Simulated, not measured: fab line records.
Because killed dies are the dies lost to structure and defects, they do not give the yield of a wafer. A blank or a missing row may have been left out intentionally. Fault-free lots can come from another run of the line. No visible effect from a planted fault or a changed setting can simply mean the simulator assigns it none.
fab line records	flow rit_cmos
record lots=6	wafers=18	last_day=7
route steps=202 shown SDANNEAL@156 PSD@157 NSD@158 PLDD@159 NLDD@160 SILICIDE@161 CONTACT@168 M1@202
lots with no fault: from the same line, run without faults
start_h: hours from the record's first day to the start of the lot's first wafer shown	wait_h: how many hours have passed since the lot's step before this one	" unchanged from the row above	L1.1+2: a row that stands for several wafers	- no value, or no start given	* or withheld: withheld	< > ~ a bound
route shown NAME@n: a module of which the file shows steps, and the number in the route of the first	usual: mean/standard deviation of fault-free wafers	same: alike in all rows	chamber/n: place in a boat	sites: per-site readings	_std_site: standard deviation of those values	_edge_site: outer sites' mean less inner sites'	radius_mm: for every site, how far away it sits from the centre of the wafer	mask NAME#n: copy n	behind: the tool/chamber that last shaped the wafer	hold: why the lot went on hold/how many hours it stayed there/how the hold came to an end	device: names the non-switching transistor (n, p or np)	end of line: the tests these same wafers got at the end of their route	a step without rows: its recipe alone	killed: not the wafer's yield, but the dies lost to structure and defects at the first sort	map: a wafer's dies, x killed, . not, _ none there
set.NAME: the run value of the setting; set.NAME@STEP: its run value at that earlier step	model.NAME: the simulator's own value behind a step, which no gauge read
a table for each step, a row for each wafer; lots at some steps of the route
services: a tool's chamber out of use, with start hour (start_h, from the record's first day; less than 0 if before it), hours out, and reason
## steps
# step RIT_SDANNEAL_RTA_03
# recipe temp_c=1050	time_s=5	idle_temp_c=600	ramp_up_c_per_s=342	ramp_down_c_per_s=171	cool_to_c=600	ambient=N2
# usual wafer_temp_C_max=1053.5/1.2
lot.wafer	tool	chamber	start_h	wait_h	wafer_temp_C_max
L318.1	rtp_anneal-01	0	53.27	0.0	1053.7
L318.3	"	0	"	"	1054.2
L318.5	"	0	"	"	1055.1
L325.1	rtp_anneal-02	0	90.63	0.0	1054.8
L325.4	"	0	"	"	1052.9
L325.5	"	0	"	"	1052.3
L334.2	rtp_anneal-01	0	132.43	0.0	1052.9
L334.4	"	0	"	"	1052.7
L334.5	"	0	"	"	1054.4
L336.2	rtp_anneal-01	0	141.68	0.0	1054.1
L336.3	"	0	"	"	1052.8
L336.6	"	0	"	"	1052.5
L340.2	rtp_anneal-01	0	161.54	0.0	1053.7
L340.4	"	0	"	"	1052.3
L340.5	"	0	"	"	1054.4
L341.2	rtp_anneal-02	0	169.14	0.0	1054.3
L341.3	"	0	"	"	1054.1
L341.4	"	0	"	"	1054.4
# step RIT_SDANNEAL_RS_MEAS_04
# recipe thk_meas_gauge=four-point-probe
# usual PSD_RS=115.7/0.36
lot.wafer	tool	chamber	start_h	wait_h	PSD_RS[ohm/sq]
L318.1	film_metro-03	-	53.33	0.0	115.6
L318.3	"	-	"	"	115.1
L318.5	"	-	"	"	115.6
L325.1	film_metro-02	-	90.69	0.0	115.6
L325.4	"	-	"	"	115.8
L325.5	"	-	"	"	115.7
L334.2	film_metro-02	-	132.50	0.1	115.5
L334.4	"	-	"	"	115.9
L334.5	"	-	"	"	116.0
L336.2	film_metro-04	-	141.79	0.1	116.0
L336.3	"	-	"	"	116.3
L336.6	"	-	"	"	116.0
L340.2	film_metro-03	-	161.61	0.1	115.8
L340.4	"	-	"	"	115.8
L340.5	"	-	"	"	115.9
L341.2	film_metro-03	-	169.21	0.1	116.2
L341.3	"	-	"	"	116.3
L341.4	"	-	"	"	116.1
# step RIT_SDANNEAL_RS_MEAS_05
# recipe thk_meas_gauge=four-point-probe
# usual NSD_RS=84.49/0.26
lot.wafer	tool	chamber	start_h	wait_h	NSD_RS[ohm/sq]
L318.1	film_metro-03	-	53.45	0.1	84.70
L318.3	"	-	"	"	84.97
L318.5	"	-	"	"	84.66
L325.1	film_metro-02	-	90.81	0.1	84.36
L325.4	"	-	"	"	84.75
L325.5	"	-	"	"	84.68
L334.2	film_metro-02	-	132.62	0.1	84.44
L334.4	"	-	"	"	84.91
L334.5	"	-	"	"	84.64
L336.2	film_metro-04	-	141.91	0.1	83.94
L336.3	"	-	"	"	84.29
L336.6	"	-	"	"	83.92
L340.2	film_metro-03	-	161.73	0.1	84.57
L340.4	"	-	"	"	84.85
L340.5	"	-	"	"	84.60
L341.2	film_metro-03	-	169.33	0.1	84.09
L341.3	"	-	"	"	84.20
L341.4	"	-	"	"	84.46
# step RIT_SDANNEAL_RS_MEAS_06
# recipe thk_meas_gauge=four-point-probe
# usual PLDD_RS=178.4/0.57
lot.wafer	tool	chamber	start_h	wait_h	PLDD_RS[ohm/sq]
L318.1	film_metro-03	-	53.57	0.1	176.9
L318.3	"	-	"	"	177.0
L318.5	"	-	"	"	177.6
L325.1	film_metro-02	-	90.93	0.1	178.3
L325.4	"	-	"	"	177.8
L325.5	"	-	"	"	178.5
L334.2	film_metro-02	-	132.74	0.1	178.2
L334.4	"	-	"	"	179.3
L334.5	"	-	"	"	178.5
L336.2	film_metro-04	-	142.03	0.1	179.3
L336.3	"	-	"	"	178.9
L336.6	"	-	"	"	179.3
L340.2	film_metro-03	-	161.85	0.1	178.2
L340.4	"	-	"	"	178.0
L340.5	"	-	"	"	178.5
L341.2	film_metro-03	-	169.45	0.1	178.8
L341.3	"	-	"	"	177.9
L341.4	"	-	"	"	178.6
# step RIT_SDANNEAL_RS_MEAS_07
# recipe thk_meas_gauge=four-point-probe
# usual NLDD_RS=151.6/0.58
lot.wafer	tool	chamber	start_h	wait_h	NLDD_RS[ohm/sq]
L318.1	film_metro-03	-	53.69	0.1	151.7
L318.3	"	-	"	"	151.8
L318.5	"	-	"	"	151.6
L325.1	film_metro-02	-	91.05	0.1	151.3
L325.4	"	-	"	"	150.9
L325.5	"	-	"	"	151.1
L334.2	film_metro-02	-	132.86	0.1	151.5
L334.4	"	-	"	"	151.7
L334.5	"	-	"	"	152.0
L336.2	film_metro-04	-	142.15	0.1	151.7
L336.3	"	-	"	"	151.5
L336.6	"	-	"	"	151.2
L340.2	film_metro-03	-	161.97	0.1	151.8
L340.4	"	-	"	"	151.0
L340.5	"	-	"	"	151.4
L341.2	film_metro-03	-	169.57	0.1	151.2
L341.3	"	-	"	"	151.4
L341.4	"	-	"	"	151.7
# step RIT_SILICIDE_WET_ETCH_00
# recipe chemistry=BOE	target=SiO2	target_depth_nm=14	time_s=15	dry=n2_spin	dilution=10:1	temp_c=21.5
# step RIT_SILICIDE_SPUTTER_01
# recipe material=Ti	target_thk_nm=30	power_w=350	chamber_pressure_pa=0.667	gas=Ar	time_s=240	substrate_temp_c=25
# usual throttle_valve_pct=30.0/1.1
lot.wafer	tool	chamber	start_h	wait_h	throttle_valve_pct
L318.1	pvd_sputter-02	-	53.82	0.0	30.9
L318.3	"	-	"	"	31.1
L318.5	"	-	"	"	31.1
L325.1	pvd_sputter-04	-	91.18	0.0	27.2
L325.4	"	-	"	"	29.9
L325.5	"	-	"	"	30.1
L334.2	pvd_sputter-02	-	132.98	0.0	31.2
L334.4	"	-	"	"	31.1
L334.5	"	-	"	"	31.4
L336.2	pvd_sputter-02	-	142.27	0.0	30.9
L336.3	"	-	"	"	30.8
L336.6	"	-	"	"	28.8
L340.2	pvd_sputter-02	-	162.08	0.0	28.9
L340.4	"	-	"	"	31.2
L340.5	"	-	"	"	30.8
L341.2	pvd_sputter-04	-	169.68	0.0	30.2
L341.3	"	-	"	"	27.9
L341.4	"	-	"	"	30.0
# step RIT_SILICIDE_RS_MEAS_02
# recipe thk_meas_gauge=four-point-probe	reads=Ti_of_SILICIDE_SPUTTER_01
# usual SILICIDE_TI_RS=47.8/0.61
lot.wafer	tool	chamber	start_h	wait_h	SILICIDE_TI_RS[ohm/sq]
L318.1	film_metro-01	-	53.97	0.1	47.2
L318.3	"	-	"	"	47.6
L318.5	"	-	"	"	47.9
L325.1	film_metro-01	-	91.33	0.1	46.7
L325.4	"	-	"	"	47.9
L325.5	"	-	"	"	47.1
L334.2	film_metro-01	-	133.15	0.1	47.9
L334.4	"	-	"	"	47.8
L334.5	"	-	"	"	48.2
L336.2	film_metro-01	-	142.44	0.1	47.9
L336.3	"	-	"	"	48.1
L336.6	"	-	"	"	48.2
L340.2	film_metro-01	-	162.25	0.1	47.4
L340.4	"	-	"	"	48.7
L340.5	"	-	"	"	47.7
L341.2	film_metro-03	-	169.85	0.1	47.4
L341.3	"	-	"	"	47.3
L341.4	"	-	"	"	47.8
# step RIT_SILICIDE_THK_MEAS_03
# recipe thk_meas_gauge=xrf	reads=Ti_of_SILICIDE_SPUTTER_01
# usual SILICIDE_TI_THK=29.79/0.3
lot.wafer	tool	chamber	start_h	wait_h	SILICIDE_TI_THK[nm]
L318.1	film_metro-01	-	54.09	0.1	30.04
L318.3	"	-	"	"	29.83
L318.5	"	-	"	"	29.67
L325.1	film_metro-01	-	91.45	0.1	30.16
L325.4	"	-	"	"	29.64
L325.5	"	-	"	"	30.17
L334.2	film_metro-01	-	133.26	0.1	29.60
L334.4	"	-	"	"	29.67
L334.5	"	-	"	"	29.57
L336.2	film_metro-01	-	142.55	0.1	29.77
L336.3	"	-	"	"	29.64
L336.6	"	-	"	"	29.54
L340.2	film_metro-01	-	162.36	0.1	30.02
L340.4	"	-	"	"	29.42
L340.5	"	-	"	"	29.97
L341.2	film_metro-03	-	169.96	0.1	29.77
L341.3	"	-	"	"	29.88
L341.4	"	-	"	"	29.57
# step RIT_SILICIDE_RTA_04
# recipe temp_c=650	time_s=10	idle_temp_c=25	ramp_up_s=5	ramp_down_s=5	cool_to_c=25	ambient=N2
# usual wafer_temp_C_max=652.0/0.42
lot.wafer	tool	chamber	start_h	wait_h	wafer_temp_C_max
L318.1	rtp_anneal-02	0	54.15	0.1	651.9
L318.3	"	0	"	"	652.0
L318.5	"	0	"	"	652.3
L325.1	rtp_anneal-01	0	91.51	0.1	652.2
L325.4	"	0	"	"	651.7
L325.5	"	0	"	"	652.0
L334.2	rtp_anneal-02	0	133.32	0.1	652.9
L334.4	"	0	"	"	652.7
L334.5	"	0	"	"	652.4
L336.2	rtp_anneal-02	0	142.61	0.1	651.5
L336.3	"	0	"	"	651.9
L336.6	"	0	"	"	651.8
L340.2	rtp_anneal-02	0	162.43	0.1	651.6
L340.4	"	0	"	"	652.2
L340.5	"	0	"	"	652.0
L341.2	rtp_anneal-01	0	170.03	0.1	652.2
L341.3	"	0	"	"	652.5
L341.4	"	0	"	"	651.9
# step RIT_SILICIDE_WET_ETCH_05
# recipe chemistry=SPM	target=Ti	temp_c=90	time_s=120	dry=n2_spin
# step RIT_SILICIDE_RTA_06
# recipe temp_c=750	time_s=10	idle_temp_c=25	ramp_up_s=5	ramp_down_s=10	cool_to_c=25	ambient=N2
# usual wafer_temp_C_max=752.2/0.51
lot.wafer	tool	chamber	start_h	wait_h	wafer_temp_C_max
L318.1	rtp_anneal-01	0	54.27	0.0	753.3
L318.3	"	0	"	"	751.6
L318.5	"	0	"	"	752.5
L325.1	rtp_anneal-02	0	91.62	0.0	751.9
L325.4	"	0	"	"	752.2
L325.5	"	0	"	"	752.4
L334.2	rtp_anneal-01	0	133.43	0.0	751.5
L334.4	"	0	"	"	752.0
L334.5	"	0	"	"	751.3
L336.2	rtp_anneal-01	0	142.73	0.0	751.9
L336.3	"	0	"	"	752.3
L336.6	"	0	"	"	752.6
L340.2	rtp_anneal-01	0	162.53	0.0	751.5
L340.4	"	0	"	"	751.5
L340.5	"	0	"	"	751.9
L341.2	rtp_anneal-02	0	170.13	0.0	752.3
L341.3	"	0	"	"	752.5
L341.4	"	0	"	"	752.9
# step RIT_CONTACT_CVD_00
# recipe material=SiO2	target_thk_nm=400	precursor=TEOS	temp_c=390	time_s=61	rf_w=400
# usual heater_power_w=334/43
lot.wafer	tool	chamber	start_h	wait_h	heater_power_w	model.SiO2_of_CONTACT_CVD_00.thk_nm
L318.1	pecvd-03	2	54.34	0.1	437	398.5
L318.3	"	0	"	"	363	397.8
L318.5	"	1	"	"	309	400.3
L325.1	pecvd-02	2	91.68	0.1	310	403.1
L325.4	"	1	"	"	343	406.2
L325.5	"	2	"	"	321	411.2
L334.2	pecvd-02	0	133.48	0.0	306	518.7
L334.4	"	0	"	"	324	525.4
L334.5	"	2	"	"	298	406.7
L336.2	pecvd-02	0	142.84	0.1	345	514
L336.3	"	2	"	"	268	403.4
L336.6	"	2	"	"	283	408.6
L340.2	pecvd-03	1	162.59	0.0	343	394
L340.4	"	2	"	"	422	402.6
L340.5	"	0	"	"	327	405.8
L341.2	pecvd-04	2	170.19	0.0	332	390.6
L341.3	"	1	"	"	274	401.1
L341.4	"	2	"	"	353	401.5
# step RIT_CONTACT_THK_MEAS_01
# recipe reads=SiO2_of_CONTACT_CVD_00
# usual CONTACT_TEOS_THK=400/5
lot.wafer	tool	chamber	start_h	wait_h	CONTACT_TEOS_THK[nm]
L318.1	film_metro-04	-	54.39	0.0	399
L318.3	"	-	"	"	398
L318.5	"	-	"	"	400
L325.1	film_metro-04	-	91.74	0.0	403
L325.4	"	-	"	"	406
L325.5	"	-	"	"	411
L334.2	film_metro-04	-	133.54	0.0	519
L334.4	"	-	"	"	525
L334.5	"	-	"	"	407
L336.2	film_metro-04	-	142.90	0.0	514
L336.3	"	-	"	"	403
L336.6	"	-	"	"	409
L340.2	film_metro-04	-	162.65	0.0	394
L340.4	"	-	"	"	403
L340.5	"	-	"	"	406
L341.2	film_metro-03	-	170.25	0.0	390
L341.3	"	-	"	"	401
L341.4	"	-	"	"	401
# step RIT_CONTACT_HMDS_02
# recipe prime_time_s=60	prime_temp_c=140
# step RIT_CONTACT_COAT_03
# recipe resist=NOVOLAK	spin_rpm=3250	resist_thk_nm=1000
# step RIT_CONTACT_SOFTBAKE_04
# recipe resist=NOVOLAK	temp_c=90	time_s=60
# step RIT_CONTACT_EXPOSE_05
# recipe mask_id=M11	na=0.6	source_shape=conventional	sigma_outer=0.5	target_cd_nm=1000	dose_mj=250
# step RIT_CONTACT_PEB_06
# recipe resist=NOVOLAK	temp_c=withheld	time_s=withheld
# step RIT_CONTACT_DEVELOP_07
# recipe resist=NOVOLAK	develop_time_s=120	dev_temp_c=23
# step RIT_CONTACT_CD_MEAS_08
# recipe target_cd_nm=1000
# usual cd_nm=1000.2/2
lot.wafer	tool	chamber	start_h	wait_h	cd_nm
L318.1	cd_sem-02	-	55.41	-	1000.0
L318.3	"	-	"	"	1000.8
L318.5	"	-	"	"	999.8
L325.1	cd_sem-01	-	92.76	-	999.6
L325.4	"	-	"	"	998.4
L325.5	"	-	"	"	998.9
L334.2	cd_sem-02	-	134.60	-	1001.8
L334.4	"	-	"	"	1001.5
L334.5	"	-	"	"	1001.2
L336.2	cd_sem-02	-	144.07	-	1003.5
L336.3	"	-	"	"	1003.6
L336.6	"	-	"	"	1002.1
L340.2	cd_sem-01	-	163.81	-	1003.3
L340.4	"	-	"	"	1001.5
L340.5	"	-	"	"	1003.4
L341.2	cd_sem-02	-	171.29	-	1000.7
L341.3	"	-	"	"	1003.1
L341.4	"	-	"	"	1001.2
# step RIT_CONTACT_OVL_MEAS_09
# usual CONTACT_OVL=-0.1/1
lot.wafer	tool	chamber	start_h	wait_h	CONTACT_OVL[nm]
L318.1	overlay-02	-	55.53	0.1	0.5
L318.3	"	-	"	"	0.3
L318.5	"	-	"	"	-0.3
L325.1	overlay-01	-	92.88	0.1	0.2
L325.4	"	-	"	"	0.3
L325.5	"	-	"	"	0.2
L334.2	overlay-01	-	134.71	0.1	-1.8
L334.4	"	-	"	"	-1.5
L334.5	"	-	"	"	-1.2
L336.2	overlay-01	-	144.17	0.1	0.2
L336.3	"	-	"	"	0.1
L336.6	"	-	"	"	1.1
L340.2	overlay-01	-	163.92	0.1	-1.0
L340.4	"	-	"	"	0.0
L340.5	"	-	"	"	-1.4
L341.2	overlay-02	-	171.39	0.1	-1.7
L341.3	"	-	"	"	-1.3
L341.4	"	-	"	"	-0.8
# step RIT_CONTACT_HARDBAKE_10
# recipe resist=NOVOLAK	temp_c=140	time_s=60
# step RIT_CONTACT_ETCH_11
# recipe target_depth_a=4800	over_etch_frac=0.2	stop_on=TiSi2	chemistry=CHF3/CF4/Ar	target=SiO2	CHF3_flow_sccm=50	cf4_flow_sccm=10	Ar_flow_sccm=100	O2_flow_sccm=5	pressure_mtorr=100	rf_w=200	time_s=320
# usual drypump_motor_current_A=5.5/0.47	oes_product_au=0.991/0.01	throttle_valve_pct=8.87/0.13
lot.wafer	tool	chamber	start_h	wait_h	drypump_motor_current_A	oes_product_au	rf_hours_counter_h	throttle_valve_pct	model.etch.depth_nm	model.CONTACT.feature_depth_nm
L318.1	rie_diel-02	3	55.72	0.1	6.2	0.992	43	8.94	398.5	398.5
L318.3	"	0	"	"	6.2	0.983	12	8.89	397.8	397.8
L318.5	"	0	"	"	6.2	0.982	-	8.88	400.3	400.3
L325.1	rie_diel-03	1	93.35	0.1	5.3	0.987	19	9.02	403.1	403.1
L325.4	"	2	"	"	5.6	0.991	-	8.88	406.2	406.2
L325.5	"	0	"	"	5.9	0.988	-	8.93	411.2	411.2
L334.2	rie_diel-01	2	134.89	0.1	5.7	1.002	7	8.68	480.6	480.6
L334.4	"	1	"	"	5.2	0.993	-	8.82	482.4	482.4
L334.5	"	0	"	"	4.7	1.010	-	9.06	406.7	406.7
L336.2	rie_diel-01	2	144.35	0.1	5.7	1.006	8	8.71	478.3	478.3
L336.3	"	1	"	"	5.2	0.976	153	8.81	403.4	403.4
L336.6	"	1	"	"	5.2	0.983	-	8.82	408.6	408.6
L340.2	rie_diel-01	3	164.10	0.1	5.0	0.994	130	8.93	394	394
L340.4	"	2	"	"	5.7	0.992	-	8.68	402.6	402.6
L340.5	"	0	"	"	4.8	1.009	-	9.06	405.8	405.8
L341.2	rie_diel-02	3	171.57	0.1	6.2	0.985	44	8.94	390.6	390.6
L341.3	"	0	"	"	6.2	0.980	14	8.89	401.1	401.2
L341.4	"	2	"	"	6.0	0.985	7	8.76	401.5	401.5
# step RIT_CONTACT_STRIP_12
# recipe chemistry=O2	time_s=180	resist=NOVOLAK	platen_temp_c=withheld	power_w=500	pressure_mtorr=4000	o2_flow_sccm=4000
# usual drypump_motor_current_A=5.70/0.3	o2_flow_sccm=4001/11
lot.wafer	tool	chamber	start_h	wait_h	drypump_motor_current_A	o2_flow_sccm	rf_hours_counter_h
L318.1	plasma_asher-03	1	55.91	0.1	5.19	4000	38
L318.3	"	0	"	"	5.54	4001	-
L318.5	"	0	"	"	5.54	3999	-
L325.1	plasma_asher-03	0	93.54	0.1	5.56	4020	42
L325.4	"	1	"	"	5.20	3996	-
L325.5	"	0	"	"	5.60	4001	-
L334.2	plasma_asher-02	0	135.08	0.1	5.82	3994	52
L334.4	"	1	"	"	5.88	4002	-
L334.5	"	1	"	"	5.87	3997	-
L336.2	plasma_asher-02	0	144.55	0.1	5.89	4017	53
L336.3	"	0	"	"	5.87	3994	-
L336.6	"	1	"	"	5.89	4004	-
L340.2	plasma_asher-02	1	164.29	0.1	5.86	4016	55
L340.4	"	0	"	"	5.86	4030	-
L340.5	"	0	"	"	5.83	4022	-
L341.2	plasma_asher-03	0	171.77	0.1	5.53	3987	52
L341.3	"	0	"	"	5.54	4000	-
L341.4	"	1	"	"	5.19	4008	-
# step RIT_CONTACT_CD_MEAS_90
# recipe target_cd_nm=1000
# usual cd_nm=1000.2/2.1
lot.wafer	tool	chamber	start_h	wait_h	cd_nm
L318.1	cd_sem-01	-	56.09	0.1	999.6
L318.3	"	-	"	"	1001.0
L318.5	"	-	"	"	999.7
L325.1	cd_sem-02	-	93.71	0.1	999.6
L325.4	"	-	"	"	998.0
L325.5	"	-	"	"	998.4
L334.2	cd_sem-02	-	135.28	0.1	1001.2
L334.4	"	-	"	"	1001.2
L334.5	"	-	"	"	1001.3
L336.2	cd_sem-01	-	144.74	0.1	1003.8
L336.3	"	-	"	"	1003.8
L336.6	"	-	"	"	1002.1
L340.2	cd_sem-02	-	164.49	0.1	1003.2
L340.4	"	-	"	"	1001.8
L340.5	"	-	"	"	1003.3
L341.2	cd_sem-01	-	171.96	0.1	1000.3
L341.3	"	-	"	"	1003.2
L341.4	"	-	"	"	1001.8
# step RIT_CONTACT_CLEAN_13
# recipe chemistry=SC1	mix=3:3:50	time_s=600	temp_c=75
# usual temp_c=75.00/0.13
lot.wafer	tool	chamber	start_h	wait_h	temp_c	model.SiO2_of_CONTACT_CVD_00.thk_nm
L318.1	wet_bench-01	2	56.21	0.1	75.09	394.4
L318.3	"	2	"	"	75.14	393.8
L318.5	"	2	"	"	75.18	396.2
L325.1	wet_bench-02	3	93.83	0.1	74.95	399
L325.4	"	3	"	"	74.81	402.1
L325.5	"	3	"	"	74.95	407.1
L334.2	wet_bench-02	0	135.38	0.1	74.97	514.6
L334.4	"	0	"	"	75.29	521.2
L334.5	"	0	"	"	75.08	402.6
L336.2	wet_bench-02	3	144.84	0.1	75.14	509.9
L336.3	"	3	"	"	74.86	399.4
L336.6	"	3	"	"	75.03	404.6
L340.2	wet_bench-03	2	164.59	0.1	74.99	389.9
L340.4	"	2	"	"	75.17	398.5
L340.5	"	2	"	"	75.02	401.7
L341.2	wet_bench-01	0	172.06	0.1	75.01	386.5
L341.3	"	0	"	"	74.93	397
L341.4	"	0	"	"	74.97	397.4
# step RIT_CONTACT_CLEAN_14
# recipe chemistry=SC2	mix=3:3:50	time_s=600	temp_c=75	dry=n2_spin
# step RIT_M1_PROBE_99
# usual killed_at_M0_to_M3=0.0/0.083	killed_at_contacts=0.1/0.3	killed_at_front_end=6.9/2.9	killed_dies=7.0/2.9	killed_on_rim=1.8/1.4	killed_open=3.3/2	killed_short=3.7/2
# same gross_dies=264	killed_at_M4_up=0	killed_at_back_side=0	killed_at_other=0
lot.wafer	tool	chamber	start_h	wait_h	killed_at_M0_to_M3	killed_at_contacts	killed_at_front_end	killed_dies	killed_on_rim	killed_open	killed_short
L318.1	prober-01	-	60.90	0.1	0	0	7	7	2	4	3
L318.3	prober-01	-	61.00	0.2	0	0	2	2	0	0	2
L318.5	prober-01	-	61.10	0.2	0	0	7	7	1	6	1
L325.1	prober-02	-	98.65	0.1	0	0	14	14	4	7	7
L325.4	prober-02	-	98.80	0.2	0	0	6	6	0	2	4
L325.5	prober-02	-	98.85	0.2	1	0	12	13	3	6	7
L334.2	prober-02	-	139.83	0.1	0	255	8	263	69	3	5
L334.4	prober-02	-	139.93	0.2	0	257	6	263	69	2	4
L334.5	prober-02	-	139.98	0.2	0	1	1	2	0	1	1
L336.2	prober-02	-	149.38	0.1	0	257	7	264	70	2	5
L336.3	prober-02	-	149.43	0.2	0	0	6	6	1	1	5
L336.6	prober-02	-	149.58	0.2	0	0	7	7	2	4	3
L340.2	prober-01	-	169.11	0.1	0	0	6	6	1	4	2
L340.4	prober-01	-	169.21	0.2	0	0	4	4	2	2	2
L340.5	prober-01	-	169.26	0.2	0	0	2	2	0	1	1
L341.2	prober-02	-	176.60	0.1	0	1	6	7	1	6	1
L341.3	prober-02	-	176.65	0.2	0	0	9	9	2	6	3
L341.4	prober-02	-	176.70	0.2	0	0	5	5	0	3	2
# killed by level:class
L318.1 FOX2:geometric_particle:open=2 GATE:geometric_particle:short=2 GATE:geometric_particle:open=1 REOX:geometric_particle:short=1 SILICIDE:geometric_particle:open=1
L318.3 FOX2:geometric_particle:short=1 SILICIDE:geometric_particle:short=1
L318.5 FOX1:geometric_particle:open=2 GATE:geometric_particle:short=1 GATE:geometric_particle:open=1 REOX:geometric_particle:open=1 SPACER:geometric_particle:open=1 SILICIDE:geometric_particle:open=1
L325.1 REOX:geometric_particle:short=3 GATE:geometric_particle:open=2 REOX:geometric_particle:open=2 FOX1:geometric_particle:short=1 FOX1:geometric_particle:open=1 FOX2:geometric_particle:open=1 GATE:geometric_particle:short=1 SPACER:geometric_particle:short=1
L325.4 GATE:geometric_particle:short=2 FOX2:geometric_particle:short=1 REOX:geometric_particle:short=1 REOX:geometric_particle:open=1 SILICIDE:geometric_particle:open=1
L325.5 GATE:geometric_particle:open=3 GATE:geometric_particle:short=3 REOX:geometric_particle:short=3 REOX:geometric_particle:open=3 M1:geometric_particle:short=1
L334.2 CONTACT:area_etch=255 GATE:geometric_particle:short=2 FOX1:geometric_particle:open=1 FOX2:geometric_particle:short=1 FOX2:geometric_particle:open=1 GATE:geometric_particle:open=1 SPACER:geometric_particle:short=1 SILICIDE:geometric_particle:short=1
L334.4 CONTACT:area_etch=257 GATE:geometric_particle:short=2 FOX2:geometric_particle:short=1 FOX2:geometric_particle:open=1 SILICIDE:geometric_particle:short=1 SILICIDE:geometric_particle:open=1
L334.5 FOX2:geometric_particle:short=1 CONTACT:geometric_particle:open=1
L336.2 CONTACT:area_etch=257 SILICIDE:geometric_particle:short=3 SPACER:geometric_particle:short=2 SPACER:geometric_particle:open=1 SILICIDE:geometric_particle:open=1
L336.3 SILICIDE:geometric_particle:short=3 FOX1:geometric_particle:short=1 FOX1:geometric_particle:open=1 FOX2:geometric_particle:short=1
L336.6 ACTIVE:geometric_particle:short=1 FOX1:geometric_particle:open=1 FOX1:geometric_particle:short=1 FOX2:geometric_particle:open=1 GATE:geometric_particle:short=1 GATE:geometric_particle:open=1 SPACER:geometric_particle:open=1
L340.2 SILICIDE:geometric_particle:open=2 FOX2:geometric_particle:open=1 GATE:geometric_particle:short=1 SPACER:geometric_particle:open=1 SILICIDE:geometric_particle:short=1
L340.4 SPACER:geometric_particle:short=2 FOX2:geometric_particle:open=1 GATE:geometric_particle:open=1
L340.5 FOX1:geometric_particle:open=1 FOX1:geometric_particle:short=1
L341.2 GATE:geometric_particle:open=3 SPACER:geometric_particle:open=1 SILICIDE:geometric_particle:short=1 SILICIDE:geometric_particle:open=1 CONTACT:geometric_particle:open=1
L341.3 REOX:geometric_particle:open=3 GATE:geometric_particle:open=2 REOX:geometric_particle:short=2 FOX2:geometric_particle:short=1 SPACER:geometric_particle:open=1
L341.4 GATE:geometric_particle:open=2 SPACER:geometric_particle:short=2 REOX:geometric_particle:open=1
# map L334.2 (x killed, . not)
________xxxxxxx_______
_____xxxxxxxxxxxxx____
____xxxxxxxxxxxxxxx___
___.xxxxxxxxxxxxxxxx__
__xxxxxxxxxxxxxxxxxxx_
__xxxxxxxxxxxxxxxxxxx_
_xxxxxxxxxxxxxxxxxxxxx
_xxxxxxxxxxxxxxxxxxxxx
_xxxxxxxxxxxxxxxxxxxxx
_xxxxxxxxxxxxxxxxxxxxx
__xxxxxxxxxxxxxxxxxxx_
__xxxxxxxxxxxxxxxxxxx_
___xxxxxxxxxxxxxxxxx__
____xxxxxxxxxxxxxxx___
_____xxxxxxxxxxxxx____
________xxxxxxx_______
# map L336.2 (x killed, . not)
________xxxxxxx_______
_____xxxxxxxxxxxxx____
____xxxxxxxxxxxxxxx___
___xxxxxxxxxxxxxxxxx__
__xxxxxxxxxxxxxxxxxxx_
__xxxxxxxxxxxxxxxxxxx_
_xxxxxxxxxxxxxxxxxxxxx
_xxxxxxxxxxxxxxxxxxxxx
_xxxxxxxxxxxxxxxxxxxxx
_xxxxxxxxxxxxxxxxxxxxx
__xxxxxxxxxxxxxxxxxxx_
__xxxxxxxxxxxxxxxxxxx_
___xxxxxxxxxxxxxxxxx__
____xxxxxxxxxxxxxxx___
_____xxxxxxxxxxxxx____
________xxxxxxx_______
## services
tool	chamber	start_h	hours	kind
plasma_asher-03	-	31.62	2.8	pm
pecvd-03	2	37.61	7.4	repair
plasma_asher-02	-	46.64	0.4	repair
rie_diel-01	-	57.16	2.8	pm
rie_diel-02	3	87.01	1.5	repair
rie_diel-03	3	90.54	-	clean
rie_diel-03	3	90.54	23.7	scheduled_down
rie_diel-03	3	90.54	23.7	vent_cycle
rie_diel-03	-	94.00	14.6	pm
rie_diel-01	0	94.53	-	clean
rie_diel-01	0	94.53	21.7	scheduled_down
rie_diel-01	0	94.53	21.7	vent_cycle
plasma_asher-02	-	103.31	2.4	repair
rie_diel-01	3	134.77	19.6	repair
pecvd-03	-	141.65	5.5	pm
rtp_anneal-02	-	144.59	0.8	pm
rie_diel-01	2	146.90	9.8	repair
pecvd-04	-	153.20	0.6	repair
rie_diel-03	2	153.87	3.2	repair
rie_diel-01	1	156.73	-	clean
rie_diel-01	1	156.73	13.0	scheduled_down
rie_diel-01	1	156.73	13.0	vent_cycle
plasma_asher-03	-	166.43	3.4	repair
rie_diel-03	1	168.19	4.3	repair
## key
first_sign step=RIT_CONTACT_THK_MEAS_01	reading=CONTACT_TEOS_THK	direction=up	sigmas=24	usual=400	struck=519
effect step=RIT_M1_PROBE_99	reading=killed_at_contacts	direction=up	sigmas=99+	usual=0.1	struck=256.3
model_effect step=RIT_CONTACT_CVD_00	value=SiO2_of_CONTACT_CVD_00.thk_nm	without=400.5	struck=519.4
model_effect step=RIT_CONTACT_ETCH_11	value=etch.depth_nm	without=400.5	struck=480.4
model_effect step=RIT_CONTACT_CLEAN_13	value=SiO2_of_CONTACT_CVD_00.thk_nm	without=396.4	struck=515.2
more_kills_born_at RIT_CONTACT_ETCH_11@rie_diel-01=769
met_at RIT_CONTACT_CVD_00
struck_wafers L334.2,L334.4,L336.2
later_rows_left_out L334.2,L334.4,L336.2
tester_left_out L334,L336
fault kind=process_parameter_drift	tool=pecvd-02	chamber=0	onset_h=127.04	steps=RIT_CONTACT_CVD_00	channel=target_thk_nm	offset=119.14	shape=step	end_h=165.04	stated=400
# tester_left_out: of these lots the tester's yield and bins aren't shown, on N5 and GAA mostly nor the transistor test; their killed dies are dies lost to structure and defects alone, not to doping, threshold or leakage, so they don't give the yield
# later_rows_left_out: the simulator's readings of these wafers behind a module that went badly wrong aren't trusted and aren't shown, but for the sort
